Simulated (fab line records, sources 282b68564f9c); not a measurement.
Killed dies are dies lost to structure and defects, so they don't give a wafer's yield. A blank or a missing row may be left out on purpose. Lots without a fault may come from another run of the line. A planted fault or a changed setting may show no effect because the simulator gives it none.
A struck lot beside a sound one | flow rit_cmos | 14 steps out of a route of 202
Sound: wafers L841.3, L841.4, L841.6. Struck: wafers L852.2, L852.3, L852.4. The cause comes at the end.
At each step with rows: each side's tool, then ch and its chambers, then its first start. Under that, the readings that differ: sound wafers | struck wafers | difference of the means | sigmas: that difference in standard deviations of wafers without a fault.
alike: readings whose means differ by less than 2 such deviations, and words and numbers that are the same on both sides. not compared: withheld readings, readings that some wafer has no value for, bounds like >300 that may hide the same value, and numbers for which the record gives no deviation and whose values overlap.
The two part at a step that has a row with sigmas, a row that says differs or no value, or rows on one side only. Numbers that don't overlap but have no deviation are shown without sigmas and don't part them. A reading that every wafer of one side lacks parts them only if that side has two wafers or more.

RIT_ACTIVE_THK_MEAS_02:
  sound on film_metro-01, day 3 04:04; struck on film_metro-01, day 5 11:15
  alike: ACTIVE_OXIDE_THK
then, 1 step without rows for these wafers: RIT_ACTIVE_CVD_03 (deposits Si3N4 from SiH2Cl2/NH3, target thk 150 nm, time 1500 s).
RIT_ACTIVE_THK_MEAS_04:
  sound on film_metro-03, day 3 08:22; struck on film_metro-03, day 5 12:44
  alike: ACTIVE_NITRIDE_THK
then, 6 steps without rows for these wafers: RIT_ACTIVE_HMDS_05 (prime time 60 s); RIT_ACTIVE_COAT_06 (resist thk 1000 nm); RIT_ACTIVE_SOFTBAKE_07 (time 60 s); RIT_ACTIVE_EXPOSE_08 (exposes mask M1, target cd 1400 nm); RIT_ACTIVE_PEB_09; RIT_ACTIVE_DEVELOP_10 (develop time 50 s).
RIT_ACTIVE_CD_MEAS_11: target cd 1400 nm.
  sound on cd_sem-01, day 3 09:17; struck on cd_sem-01, day 5 13:46
  reading    | sound                | struck               | difference | sigmas
  cd_nm (nm) | 1396.2 1399.2 1394.7 | 1402.0 1401.2 1402.5 | +5.2       | +2
then, 1 step without rows for these wafers: RIT_ACTIVE_HARDBAKE_12 (time 60 s).
RIT_ACTIVE_ETCH_13: etches Si3N4 in SF6, stops on SiO2, time 210 s, target depth 210 nm.
  sound on rie_diel-02 ch 1,2, day 3 09:31; struck on rie_diel-04 ch 1,2,3, day 5 14:01
  alike: drypump_motor_current_A, oes_product_au, throttle_valve_pct
  not compared: rf_hours_counter_h
RIT_ACTIVE_STRIP_14: strips in O2, time 180 s.
  sound on plasma_asher-03 ch 0,1, day 3 09:43; struck on plasma_asher-01 ch 0,1, day 5 14:10
  no value came back on the struck wafers for chamber_pressure_mTorr (mTorr), drypump_motor_current_A (A); on the sound wafers chamber_pressure_mTorr (mTorr) reads 4002 3998 3995
  reading                                     | sound | struck            | difference | sigmas
  model.NOVOLAK_of_ACTIVE_COAT_06.thk_nm (nm) | 0 0 0 | 649.7 662.6 659.8 | +657.4     |
  not compared: rf_hours_counter_h
RIT_ACTIVE_CD_MEAS_90: target cd 1400 nm.
  sound on cd_sem-01, day 3 09:52; struck on cd_sem-02, day 5 14:21
  reading    | sound                | struck               | difference | sigmas
  cd_nm (nm) | 1396.5 1399.1 1394.8 | 1401.7 1400.6 1402.3 | +4.7       | +2

WHERE THEY PART
First at RIT_ACTIVE_CD_MEAS_11; last, within this record, at RIT_ACTIVE_CD_MEAS_90.

WHY: what the simulator had put in
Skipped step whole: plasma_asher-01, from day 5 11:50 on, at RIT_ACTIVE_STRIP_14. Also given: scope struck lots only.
